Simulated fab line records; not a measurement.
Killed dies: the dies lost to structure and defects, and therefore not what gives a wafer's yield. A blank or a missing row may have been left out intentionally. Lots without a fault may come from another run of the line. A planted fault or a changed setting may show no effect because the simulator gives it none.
Which tool was responsible? || flow rit-cmos || 6 lots, 18 wafers sampled, at 2 steps of a route of 202

WHAT THE GAUGES READ, wafer by wafer
RIT_NWELL_OVL_MEAS_06.
{"lot": "L681", "measured": "day 2 19:04", "on": "overlay-01", "NWELL_OVL (nm)": "-1.7 -1.9 1.1"}
{"lot": "L684", "measured": "day 3 11:07", "on": "overlay-02", "NWELL_OVL (nm)": "- - -"}
{"lot": "L690", "measured": "day 4 16:13", "on": "overlay-01", "NWELL_OVL (nm)": "-0.4 0.6 -1.0"}
{"lot": "L695", "measured": "day 5 20:55", "on": "overlay-02", "NWELL_OVL (nm)": "1.1 -2.1 2.0"}
{"lot": "L697", "measured": "day 6 08:26", "on": "overlay-01", "NWELL_OVL (nm)": "0.7 1.7 -0.8"}
{"lot": "L699", "measured": "day 6 18:58", "on": "overlay-01", "NWELL_OVL (nm)": "-1.2 -0.8 -1.2"}

WHICH TOOL RAN EACH LOT (tool, then ch and the chambers of the sampled wafers, then the start)
{"lot": "L681", "RIT_NWELL_EXPOSE_03": "iline-stepper-01 ch 0, day 2 18:38"}
{"lot": "L684", "RIT_NWELL_EXPOSE_03": "iline-stepper-02 ch 0, day 3 10:41"}
{"lot": "L690", "RIT_NWELL_EXPOSE_03": "iline-stepper-01 ch 0, day 4 15:47"}
{"lot": "L695", "RIT_NWELL_EXPOSE_03": "iline-stepper-01 ch 0, day 5 20:30"}
{"lot": "L697", "RIT_NWELL_EXPOSE_03": "iline-stepper-02 ch 0, day 6 08:01"}
{"lot": "L699", "RIT_NWELL_EXPOSE_03": "iline-stepper-01 ch 0, day 6 18:32"}
- RIT_NWELL_EXPOSE_03: exposes mask M2, target cd 43900 nm.

THE ANSWER, worked out from the rows above alone
Rule: usual is defined by the lots themselves. The widest of any qualifying gaps counts: lots, ordered by their means at a reading, are off when they make up no more than a third of the lots, leave a main group of 4 or more, and stand apart from it by 3 or more times the standard deviation of that group's means. A main group whose means are all the same, to the digits that the tables above print for the reading, isn't used. Also off: a lot with no number at a reading for which 4 or more lots have one. The other lots that the step has rows for count as sound.
Off: L684, seen at RIT_NWELL_OVL_MEAS_06 (NWELL_OVL). Without a number there: L684. The main group: mean -0.3 nm, standard deviation 0.63.
A tool fits if, at a process step before that reading, it ran every lot that is off, and no sound lot after the first of them. The gauges at RIT_NWELL_OVL_MEAS_06 are tried like those tools. Of those tried, none fits.

WHAT HAD BEEN PUT IN BY THE SIMULATOR
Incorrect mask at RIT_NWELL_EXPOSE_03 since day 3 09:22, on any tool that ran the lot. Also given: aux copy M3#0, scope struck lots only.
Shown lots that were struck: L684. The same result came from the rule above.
